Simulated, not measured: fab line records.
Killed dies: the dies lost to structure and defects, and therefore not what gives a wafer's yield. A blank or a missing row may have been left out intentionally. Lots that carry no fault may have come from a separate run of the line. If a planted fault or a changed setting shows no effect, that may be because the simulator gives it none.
Matching of chambers    flow berkeley cmos170    UCB170_V1_CMP_02 on cmp-01: 4 sister chambers
The step polishes SiO2. 8 wafers are shown with their chamber, then 7 later ones without.

WAFERS WITH THEIR CHAMBER
wafer   chamber  motor current A (A)  head pressure psi (psi)
L668.3  1        20.6                 6.001
L669.1  1        19.9                 5.996
L674.1  0        13.3                 6.006
L674.5  2        15.5                 5.996
L679.5  3        18.8                 5.996
L679.6  2        15.7                 5.982
L687.2  0        13.5                 5.998
L687.3  3        18.5                 5.998

WAFERS WITHOUT THEIR CHAMBER
wafer   motor current A (A)  head pressure psi (psi)
L687.6  19.2                 5.992
L688.1  19.2                 6.004
L688.3  14.9                 6.008
L688.5  17.9                 6.028
L689.1  20.2                 5.999
L689.4  18.1                 6.000
L689.5  19.4                 6.005

THE CHAMBER EACH PASSED THROUGH
wafer   from the rows above      in truth
L687.6  can't be placed: 3 or 1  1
L688.1  can't be placed: 3 or 1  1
L688.3  can't be placed: 2 or 0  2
L688.5  3                        3
L689.1  1                        1
L689.4  3                        3
L689.5  can't be placed: 3 or 1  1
Placed correctly: 3 of 7. Can't be placed from these rows: 4 (the true chamber is among the candidates in 4). Number placed wrongly: 0.
How it was worked out, from the rows above alone: a wafer's distance from a chamber is the root of the sum, over the readings, of the square of ((its reading less the chamber's mean) divided by the reading's scatter). If the next closest chamber is less than 2 further off than the closest, the wafer can't be placed; otherwise it belongs to the closest. The mean given for a chamber averages the wafers shown for that chamber. How the scatter is found: for the shown wafers, subtract from each reading the mean of its chamber, square and add these, divide the total by (wafers less chambers), then take the root.
